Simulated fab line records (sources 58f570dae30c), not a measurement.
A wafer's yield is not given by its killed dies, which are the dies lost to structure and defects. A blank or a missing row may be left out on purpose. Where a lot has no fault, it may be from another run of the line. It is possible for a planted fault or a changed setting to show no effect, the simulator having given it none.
Which tool is to blame? | flow berkeleyCmos170 | Sampling: 7 lots, 21 wafers, 2 of 331 route steps

WHAT THE GAUGES SHOWED, per wafer
UCB170_FIELD_THK_MEAS_91.
lot  | measured     | on           | FIELD_OXIDE_LEFT_2_THK (nm)
L473 | day 5 05:59  | filmMetro-02 | 366 369 378
L477 | day 6 16:15  | filmMetro-03 | 359 373 363
L480 | day 7 07:01  | filmMetro-02 | 420 428 421
L482 | day 7 17:06  | filmMetro-02 | 387 402 407
L487 | day 8 23:03  | filmMetro-03 | 358 362 361
L490 | day 9 11:37  | filmMetro-02 | 356 355 363
L494 | day 10 09:23 | filmMetro-04 | 352 349 357

WHAT TOOL EACH LOT RAN ON (gives the tool, then ch and the chambers of the sampled wafers, and finally the start)
lot  | UCB170_FIELD_WET_ETCH_06
L473 | wetBench-02 ch 0, day 4 17:18
L477 | wetBench-01 ch 2, day 5 18:23
L480 | wetBench-01 ch 3, day 6 13:06
L482 | wetBench-01 ch 0, day 6 23:21
L487 | wetBench-01 ch 1, day 7 21:25
L490 | wetBench-01 ch 2, day 8 21:34
L494 | wetBench-02 ch 1, day 9 21:17
- UCB170_FIELD_WET_ETCH_06: etches SiO2 in BOE, time 22 s.

THE ANSWER, worked out from the rows above alone
Rule: what is usual is taken from the lots themselves. The widest of any qualifying gaps counts: lots, ordered by their means at a reading, are off when they make up no more than a third of the lots, leave a main group of 4 or more, and stand apart from it by 3 or more times the standard deviation of that group's means. The tables above print the reading to a certain number of digits; a main group whose means all agree to those digits is not used. A lot without any number at a reading at which 4 lots or more have one is off too. All remaining lots with rows at the step are treated as sound.
Off: at UCB170_FIELD_THK_MEAS_91 (FIELD_OXIDE_LEFT_2_THK), L480, L482. The main group: mean 361 nm, standard deviation 6.2.
If a tool, at a process step before that reading, ran all the lots that are off and no sound lot after the first of them, it fits. Those tools and the gauges at UCB170_FIELD_THK_MEAS_91 are tried in the same way. Not one of the candidates tried fits.

WHAT THE SIMULATOR HAD PUT IN
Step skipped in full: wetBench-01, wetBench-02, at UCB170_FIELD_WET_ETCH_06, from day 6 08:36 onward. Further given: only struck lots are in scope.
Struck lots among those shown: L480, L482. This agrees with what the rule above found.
